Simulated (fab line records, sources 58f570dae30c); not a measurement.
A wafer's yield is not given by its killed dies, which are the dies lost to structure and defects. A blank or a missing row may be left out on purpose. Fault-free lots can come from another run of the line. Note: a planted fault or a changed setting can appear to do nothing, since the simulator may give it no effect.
A struck lot beside a sound one :: flow berkeley-cmos170 :: 14 out of 331 route steps
Sound: wafers L856.2, L856.3, L856.6. Wafers L859.2, L859.3, L859.5 were the ones struck. The cause is named last.
Per side, at each step with rows, come the tool, then ch with its chambers, and then its first start. Under that, the readings that differ: sound wafers :: struck wafers :: difference of the means :: sigmas: that difference in standard deviations of wafers without a fault.
alike: words and numbers the same on both sides, and readings whose means are apart by under 2 such deviations; not compared: readings that were withheld, readings missing a value for some wafer, numbers with overlapping values and no deviation given by the record, and bounds like >300 which may hide the same value.
A row with sigmas, a row that says differs or no value, or rows on one side alone: a step with any of these is where the two part. Non-overlapping numbers with no deviation appear without sigmas and do not part them. A reading missing from all wafers of one side parts the sides only when that side holds two or more wafers.

first, 1 step without rows for these wafers: UCB170_GATE_WET_ETCH_00 (etches SiO2 in dHF, time 200 s).
UCB170_FIELD_THK_MEAS_91:
  sound on film-metro-03 at day 9 04:49; struck on film-metro-03 at day 9 18:49
  alike: FIELD_OXIDE_LEFT_2_THK
then, 1 step without rows for these wafers: UCB170_GATE_OXIDATION_01 (target thk 6.6 nm, ox time 1800 s).
UCB170_GATE_THK_MEAS_02:
  sound on film-metro-03 at day 9 11:05; struck on film-metro-01 at day 10 00:38
  alike: GATE_OXIDE_THK
then, 2 steps without rows for these wafers: UCB170_GATE_ANNEAL_03 (time 1800 s); UCB170_GATE_CVD_04 (deposits poly-Si from SiH4, time 1440 s, target thk 214 nm).
UCB170_GATE_THK_MEAS_05:
  sound on film-metro-03 at day 9 19:06; struck on film-metro-03 at day 10 09:37
  alike: GATE_POLY_THK
then, 5 steps without rows for these wafers: UCB170_GATE_COAT_06; UCB170_GATE_COAT_07 (resist thk 900 nm); UCB170_GATE_SOFTBAKE_08 (time 60 s); UCB170_GATE_EXPOSE_09 (exposes mask POLY, target cd 350 nm); UCB170_GATE_PEB_10.
UCB170_GATE_DEVELOP_11: develop time 45 s.
  sound on litho-track-02 ch 0, day 9 20:00; struck on litho-track-01, day 10 10:00
  no value came back on the struck wafers for chill-plate-temp-C (C), develop-time-s (s), resist-line-temp-C (C); on the sound wafers chill-plate-temp-C (C) reads 22.96 23.13 22.96
reading: model.KrF_of_GATE_COAT_07.thk-nm (nm)
sound: 889.2 888.1 888
struck: 898.5 897.1 899.3
difference: +9.9
sigmas: 
UCB170_GATE_CD_MEAS_12: the cd target is 350 nm.
  sound on cd-sem-02 at day 9 20:14; struck on cd-sem-02 at day 10 10:31
reading: cd-nm (nm)
sound: 349.0 348.1 349.2
struck: - - -
difference: no value on the struck wafers
sigmas: 

== WHERE THEY PART ==
Earliest at UCB170_GATE_DEVELOP_11; latest, in this record, at UCB170_GATE_CD_MEAS_12.

WHY: what the simulator had put in
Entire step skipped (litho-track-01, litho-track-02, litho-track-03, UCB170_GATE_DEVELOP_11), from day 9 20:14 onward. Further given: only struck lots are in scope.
